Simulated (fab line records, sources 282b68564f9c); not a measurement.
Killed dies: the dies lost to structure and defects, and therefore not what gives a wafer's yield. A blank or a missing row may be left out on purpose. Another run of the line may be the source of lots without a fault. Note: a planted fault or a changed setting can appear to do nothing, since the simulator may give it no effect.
Comparing a struck lot with a sound one + flow rit cmos + 20 out of 202 route steps
Sound: the wafers L777.1, L777.2, L777.5. The struck wafers were L786.2, L786.4, L786.6. Last of all comes the cause.
Each step with rows lists, per side, the tool, then ch with its chambers, then its first start. Under that, the readings that differ: sound wafers + struck wafers + difference of the means + sigmas: that difference in standard deviations of wafers without a fault.
alike: same words and numbers on both sides, and readings whose means sit less than 2 such deviations apart. not compared: any withheld reading, any reading some wafer has no value for, any bound like >300 that may hide the same value, and any number with overlapping values for which the record gives no deviation.
The two part at a step that has a row with sigmas, a row that says differs or no value, or rows on one side only. Non-overlapping numbers with no deviation appear without sigmas and do not part them. A reading missing from all wafers of one side parts the sides only when that side holds two or more wafers.

first, 2 steps without rows for these wafers: RIT_NWELL_HARDBAKE_07 (time 120 s); RIT_NWELL_IMPLANT_08.
RIT_NWELL_STRIP_09: strips in O2, time 180 s.
  sound on plasma asher-02 ch 0,1, day 3 14:46; struck on plasma asher-04 ch 0,1, day 5 10:04
  alike: drypump motor current A
  not compared: rf hours counter h
RIT_NWELL_TW_MEAS_10:
  sound on film metro-02, day 3 14:56; struck on film metro-04, day 5 10:14
  alike: NWELL_TW
then, 6 steps without rows for these wafers: RIT_PWELL_HMDS_00 (prime time 60 s); RIT_PWELL_COAT_01 (resist thk 1300 nm); RIT_PWELL_SOFTBAKE_02 (time 60 s); RIT_PWELL_EXPOSE_03 (exposes mask M3, target cd 43700 nm); RIT_PWELL_PEB_04; RIT_PWELL_DEVELOP_05 (develop time 68 s).
RIT_PWELL_OVL_MEAS_06:
  sound on overlay-02, day 3 16:00; struck on overlay-02, day 5 11:18
  alike: PWELL_OVL
then, 1 step without rows for these wafers: RIT_PWELL_HARDBAKE_07 (time 120 s).
RIT_PWELL_IMPLANT_08:
  sound on implanter-04 ch 0, day 3 16:17; struck on implanter-03 ch 0, day 5 11:37
| reading            | sound                         | struck                           | difference  | sigmas      |
|--------------------|-------------------------------|----------------------------------|-------------|-------------|
| dose ions cm2      | 6.997e+13 7.008e+13 6.995e+13 | 1.1446e+14 1.1441e+14 1.1431e+14 | +4.4393e+13 | +99 or more |
| faraday current uA | 224 224 218                   | 358 367 371                      | +143        | +33         |
RIT_PWELL_STRIP_09: strips in O2, time 180 s.
  sound on plasma asher-01 ch 0,1, day 3 16:26; struck on plasma asher-01 ch 0,1, day 5 11:44
  alike: drypump motor current A
  not compared: rf hours counter h
RIT_PWELL_TW_MEAS_10:
  sound on film metro-02, day 3 16:37; struck on film metro-02, day 5 11:55
| reading  | sound       | struck         | difference | sigmas |
|----------|-------------|----------------|------------|--------|
| PWELL_TW | 939 938 942 | 1107 1107 1106 | +167       | +20    |
then, 1 step without rows for these wafers: RIT_WELLDRIVE_ANNEAL_00 (time 14700 s).
RIT_WELLDRIVE_RS_MEAS_01: uses a four-point probe to measure.
  sound on film metro-04, day 3 21:45; struck on film metro-02, day 5 18:06
  alike: NWELL_RS
RIT_WELLDRIVE_RS_MEAS_02: uses a four-point probe to measure.
  sound on film metro-04, day 3 21:52; struck on film metro-02, day 5 18:13
| reading           | sound             | struck            | difference | sigmas |
|-------------------|-------------------|-------------------|------------|--------|
| PWELL_RS (ohm/sq) | 430.3 430.5 430.6 | 317.1 317.6 317.4 | -113.1     | -94    |
then, 1 step without rows for these wafers: RIT_NRETRO_HMDS_00 (prime time 60 s).
RIT_M1_PROBE_99:
  sound on prober-01, day 5 02:40; struck on prober-02, day 6 22:44
| reading                             | sound             | struck            | difference | sigmas |
|-------------------------------------|-------------------|-------------------|------------|--------|
| model.etest.nmos_0p3.r on ohm um    | 2151 2170 2131    | 2635 2652 2651    | +495       |        |
| model.etest.nmos_0p15.r on ohm um   | 1145 1158 1137    | 1282 1300 1282    | +141       |        |
| model.etest.pwell pinched.rs ohm sq | 450.4 452.8 451.5 | 330.4 330.9 333   | -120.1     |        |
| model.etest.nmos turned.drive ua um | 333.4 317.9 332.9 | 221.5 221.5 219   | -107.4     |        |
| model.etest.nmos_0p15.drive ua um   | 464.6 459.6 461.1 | 353.1 357.8 351   | -107.8     |        |
| model.etest.pwell.rs ohm sq         | 411.4 418.1 413.9 | 305.2 304.5 305.9 | -109.3     |        |
| model.etest.nmos narrow.drive ua um | 223.4 225.5 227.6 | 152.2 153.4 152.3 | -72.9      |        |
| model.etest.nmos_0p3.drive ua um    | 225.6 229 230.2   | 150.7 154.2 152.6 | -75.8      |        |
  alike: killed at contacts, killed at front end, killed dies, killed open, killed short

== WHERE THEY PART ==
Earliest at RIT_PWELL_IMPLANT_08; latest, in this record, at RIT_WELLDRIVE_RS_MEAS_02. Later steps at which nothing parts them and some readings are alike: RIT_M1_PROBE_99.

WHY: what had been put in by the simulator
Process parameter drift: implanter-03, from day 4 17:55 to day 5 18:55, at RIT_PWELL_IMPLANT_08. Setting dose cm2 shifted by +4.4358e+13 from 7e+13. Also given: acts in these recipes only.
